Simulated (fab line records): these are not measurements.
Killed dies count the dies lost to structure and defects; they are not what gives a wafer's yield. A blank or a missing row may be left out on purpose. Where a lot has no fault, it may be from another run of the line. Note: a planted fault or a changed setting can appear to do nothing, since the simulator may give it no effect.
Split-lot study / flow rit cmos / on a route of 202 steps: 5 lots, 27 wafers read

## THE SPLIT
At RIT_SPACER_ETCHBACK_05 (etches Si3N4 in SF6/CHF3, stops on SiO2, target depth 250 nm, time 240 s), the setting time s was moved away from the recipe's 240 s on 12 of the 27 wafers read, by -38.1% to +47.3%. This setting was run at the recipe's value on the other wafers.

## FROM THE SPLIT TO THE READING: what the file shows between them, 4 steps
- RIT_NSD_HMDS_00: prime time 60 s
- RIT_NSD_COAT_01: resist thk 1000 nm
- RIT_NSD_HARDBAKE_07: time 60 s
- RIT_NSD_IMPLANT_08

## THE READING
poly-Si_of_GATE_CVD_08.thk nm (the simulator's own value, which no gauge read), in nm, at RIT_NSD_STRIP_09 (strips in O2, time 180 s). The file does not state a usual value for it. The 15 wafers here that ran the recipe average 166.2 nm, standard deviation 2.2 nm.

wafer=L075.1; tool, chamber at the split=rie diel-03, 0; time s as run, s=240; against the recipe=recipe; poly-Si_of_GATE_CVD_08.thk nm, nm=166.8; against lot-mates on the recipe=-
wafer=L075.2; tool, chamber at the split=rie diel-03, 1; time s as run, s=159.8; against the recipe=-33.4%; poly-Si_of_GATE_CVD_08.thk nm, nm=190.3; against lot-mates on the recipe=+22.7
wafer=L075.6; tool, chamber at the split=rie diel-03, 2; time s as run, s=159.8; against the recipe=-33.4%; poly-Si_of_GATE_CVD_08.thk nm, nm=190.3; against lot-mates on the recipe=+22.7
wafer=L075.3; tool, chamber at the split=rie diel-03, 3; time s as run, s=240; against the recipe=recipe; poly-Si_of_GATE_CVD_08.thk nm, nm=167.6; against lot-mates on the recipe=-
wafer=L075.4; tool, chamber at the split=rie diel-03, 2; time s as run, s=240; against the recipe=recipe; poly-Si_of_GATE_CVD_08.thk nm, nm=168.3; against lot-mates on the recipe=-
wafer=L075.5; tool, chamber at the split=rie diel-03, 3; time s as run, s=159.8; against the recipe=-33.4%; poly-Si_of_GATE_CVD_08.thk nm, nm=189.4; against lot-mates on the recipe=+21.8
wafer=L079.1; tool, chamber at the split=rie diel-03, 2; time s as run, s=148.5; against the recipe=-38.1%; poly-Si_of_GATE_CVD_08.thk nm, nm=190.1; against lot-mates on the recipe=+25.7
wafer=L079.2; tool, chamber at the split=rie diel-03, 0; time s as run, s=240; against the recipe=recipe; poly-Si_of_GATE_CVD_08.thk nm, nm=164.4; against lot-mates on the recipe=-
wafer=L079.3; tool, chamber at the split=rie diel-03, 3; time s as run, s=148.5; against the recipe=-38.1%; poly-Si_of_GATE_CVD_08.thk nm, nm=192.1; against lot-mates on the recipe=+27.7
wafer=L079.4; tool, chamber at the split=rie diel-03, 1; time s as run, s=148.5; against the recipe=-38.1%; poly-Si_of_GATE_CVD_08.thk nm, nm=190.7; against lot-mates on the recipe=+26.3
wafer=L079.5; tool, chamber at the split=rie diel-03, 2; time s as run, s=240; against the recipe=recipe; poly-Si_of_GATE_CVD_08.thk nm, nm=166.6; against lot-mates on the recipe=-
wafer=L079.6; tool, chamber at the split=rie diel-03, 3; time s as run, s=240; against the recipe=recipe; poly-Si_of_GATE_CVD_08.thk nm, nm=162.1; against lot-mates on the recipe=-
wafer=L081.1; tool, chamber at the split=rie diel-04, 3; time s as run, s=240; against the recipe=recipe; poly-Si_of_GATE_CVD_08.thk nm, nm=166.4; against lot-mates on the recipe=-
wafer=L081.2; tool, chamber at the split=rie diel-04, 1; time s as run, s=353.5; against the recipe=+47.3%; poly-Si_of_GATE_CVD_08.thk nm, nm=130.8; against lot-mates on the recipe=-36.7
wafer=L081.3; tool, chamber at the split=rie diel-04, 2; time s as run, s=240; against the recipe=recipe; poly-Si_of_GATE_CVD_08.thk nm, nm=169.1; against lot-mates on the recipe=-
wafer=L081.4; tool, chamber at the split=rie diel-04, 0; time s as run, s=240; against the recipe=recipe; poly-Si_of_GATE_CVD_08.thk nm, nm=167; against lot-mates on the recipe=-
wafer=L081.5; tool, chamber at the split=rie diel-04, 1; time s as run, s=353.5; against the recipe=+47.3%; poly-Si_of_GATE_CVD_08.thk nm, nm=129.2; against lot-mates on the recipe=-38.3
wafer=L081.6; tool, chamber at the split=rie diel-04, 2; time s as run, s=353.5; against the recipe=+47.3%; poly-Si_of_GATE_CVD_08.thk nm, nm=138.5; against lot-mates on the recipe=-29.0
wafer=L082.2; tool, chamber at the split=rie diel-03, 0; time s as run, s=240; against the recipe=recipe; poly-Si_of_GATE_CVD_08.thk nm, nm=164.9; against lot-mates on the recipe=-
wafer=L082.3; tool, chamber at the split=rie diel-03, 3; time s as run, s=240; against the recipe=recipe; poly-Si_of_GATE_CVD_08.thk nm, nm=161.7; against lot-mates on the recipe=-
wafer=L082.5; tool, chamber at the split=rie diel-03, 2; time s as run, s=240; against the recipe=recipe; poly-Si_of_GATE_CVD_08.thk nm, nm=167.6; against lot-mates on the recipe=-
wafer=L084.1; tool, chamber at the split=rie diel-04, 2; time s as run, s=199.3; against the recipe=-17.0%; poly-Si_of_GATE_CVD_08.thk nm, nm=179.9; against lot-mates on the recipe=+13.0
wafer=L084.2; tool, chamber at the split=rie diel-04, 1; time s as run, s=240; against the recipe=recipe; poly-Si_of_GATE_CVD_08.thk nm, nm=164.3; against lot-mates on the recipe=-
wafer=L084.3; tool, chamber at the split=rie diel-04, 3; time s as run, s=240; against the recipe=recipe; poly-Si_of_GATE_CVD_08.thk nm, nm=167; against lot-mates on the recipe=-
wafer=L084.4; tool, chamber at the split=rie diel-04, 0; time s as run, s=199.3; against the recipe=-17.0%; poly-Si_of_GATE_CVD_08.thk nm, nm=179.2; against lot-mates on the recipe=+12.3
wafer=L084.5; tool, chamber at the split=rie diel-04, 2; time s as run, s=240; against the recipe=recipe; poly-Si_of_GATE_CVD_08.thk nm, nm=169.3; against lot-mates on the recipe=-
wafer=L084.6; tool, chamber at the split=rie diel-04, 3; time s as run, s=199.3; against the recipe=-17.0%; poly-Si_of_GATE_CVD_08.thk nm, nm=177.9; against lot-mates on the recipe=+11.0

THE FIT
A straight line over all 27 wafers: poly-Si_of_GATE_CVD_08.thk nm changes by -0.694 nm for each +1% of time s; r = -0.99; the points scatter about the line by 2.4 nm.
The same after taking each lot's own level away (the mean of its wafers on the recipe; 27 wafers): -0.711 nm for each +1%; r = -0.99; scatter 2.1 nm.
The reading moves by 34 nm for the largest change in time s, on that fit.
Across the lots, their own levels run from 164.37 to 167.57 nm, a range of 1.4 times the standard deviation given above.
So the lot-to-lot level changes the slope little: the two slopes agree.
Check: for one of the wafers moved furthest among these (+47.3%), held out of the fit, the line's prediction against its lot-mates is -33.2 nm. It came out at -36.7 nm against them.

## THE OTHER SPLITS THESE WAFERS WENT THROUGH
These wafers also went through other splits before the reading. Each is held against what the fit with the lots' levels taken away leaves over:
other split on the same wafers=RIT_ACTIVE_OXIDATION_01 ox time s; wafers away from the commonest value=21; r with poly-Si_of_GATE_CVD_08.thk nm (lot level and that fit taken away)=+0.02
other split on the same wafers=RIT_SPACER_CVD_03 time s; wafers away from the commonest value=21; r with poly-Si_of_GATE_CVD_08.thk nm (lot level and that fit taken away)=-0.11

## THE WHOLE CHAIN: every reading that the file lists as answering this split, in the file's order
step=RIT_SPACER_ETCHBACK_05; what it does=etches Si3N4 in SF6/CHF3, stops on SiO2, target depth 250 nm, time 240 s; reading=etch.depth nm (the simulator's own value, which no gauge read); change (the file's fit)=not straight: 142 at the lowest setting, 237.7 at the recipe, 349.5 at the highest; r (the file's)=not given
step=RIT_SPACER_ETCHBACK_05; what it does=etches Si3N4 in SF6/CHF3, stops on SiO2, target depth 250 nm, time 240 s; reading=SiO2_of_FOX2_OXIDATION_00.thk nm (the simulator's own value, which no gauge read); change (the file's fit)=-0.562 nm for each +1% of the setting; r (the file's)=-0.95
step=RIT_NSD_STRIP_09; what it does=strips in O2, time 180 s; reading=poly-Si_of_GATE_CVD_08.thk nm (the simulator's own value, which no gauge read); change (the file's fit)=-0.709 nm for each +1% of the setting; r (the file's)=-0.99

## THE FILE'S OWN FIT
poly-Si_of_GATE_CVD_08.thk nm changes by -0.709 nm for each +1% of time s, r = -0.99.
